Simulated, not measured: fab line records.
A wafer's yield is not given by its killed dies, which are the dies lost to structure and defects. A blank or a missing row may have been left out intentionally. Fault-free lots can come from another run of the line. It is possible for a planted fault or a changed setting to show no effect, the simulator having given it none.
Which tool was responsible? ; flow berkeleyCmos170 ; 21 wafers from 7 lots sampled at 2 of the route's 331 steps

WHAT THE GAUGES READ, wafer by wafer
UCB170_ACTIVE_THK_MEAS_06.
lot;measured;on;ACTIVE_NITRIDE_THK (nm)
L964;day 4 07:30;filmMetro-03;220.6 220.8 221.6
L966;day 4 19:32;filmMetro-01;222.5 222.9 222.4
L973;day 6 11:13;filmMetro-01;220.2 220.9 223.5
L976;day 6 21:53;filmMetro-01;223.0 223.1 222.2
L979;day 7 05:28;filmMetro-01;220.5 220.5 220.7
L981;day 7 16:14;filmMetro-01;239.5 257.4 268.8
L986;day 8 19:28;filmMetro-03;220.4 219.7 220.9

TOOL THAT RAN EACH LOT (tool first, then ch and the chambers of the sampled wafers, then the start)
lot;UCB170_ACTIVE_CVD_05
L964;lpcvd-02 ch 0, day 4 05:34
L966;lpcvd-02 ch 1, day 4 17:37
L973;lpcvd-02 ch 0, day 6 09:17
L976;lpcvd-02 ch 0, day 6 19:57
L979;lpcvd-02 ch 1, day 7 03:19
L981;lpcvd-02 ch 1, day 7 14:18
L986;lpcvd-01 ch 0, day 8 17:32
- UCB170_ACTIVE_CVD_05: deposits Si3N4 from SiH2Cl2/NH3, target thk 220 nm, time 3300 s.

THE ANSWER, worked out from the rows above alone
Rule: usual is defined by the lots themselves. The widest of any qualifying gaps counts: lots, ordered by their means at a reading, are off when they make up no more than a third of the lots, leave a main group of 4 or more, and stand apart from it by 3 or more times the standard deviation of that group's means. If all means in a main group match to the digits the tables above print for the reading, that group is not used. A lot without any number at a reading at which 4 lots or more have one is off too. Where the step has rows for the other lots, those lots are counted as sound.
Off: L981, seen at UCB170_ACTIVE_THK_MEAS_06 (ACTIVE_NITRIDE_THK). For the main group the mean is 221.5 nm and the standard deviation 0.94.
A tool fits if, at a process step before that reading, it ran every lot that is off, and no sound lot after the first of them. The gauges at UCB170_ACTIVE_THK_MEAS_06 are tried like those tools. Undecided on this evidence; 2 tools fit (lpcvd-02 at UCB170_ACTIVE_CVD_05, filmMetro-01 at UCB170_ACTIVE_THK_MEAS_06).

WHAT THE SIMULATOR HAD PUT IN
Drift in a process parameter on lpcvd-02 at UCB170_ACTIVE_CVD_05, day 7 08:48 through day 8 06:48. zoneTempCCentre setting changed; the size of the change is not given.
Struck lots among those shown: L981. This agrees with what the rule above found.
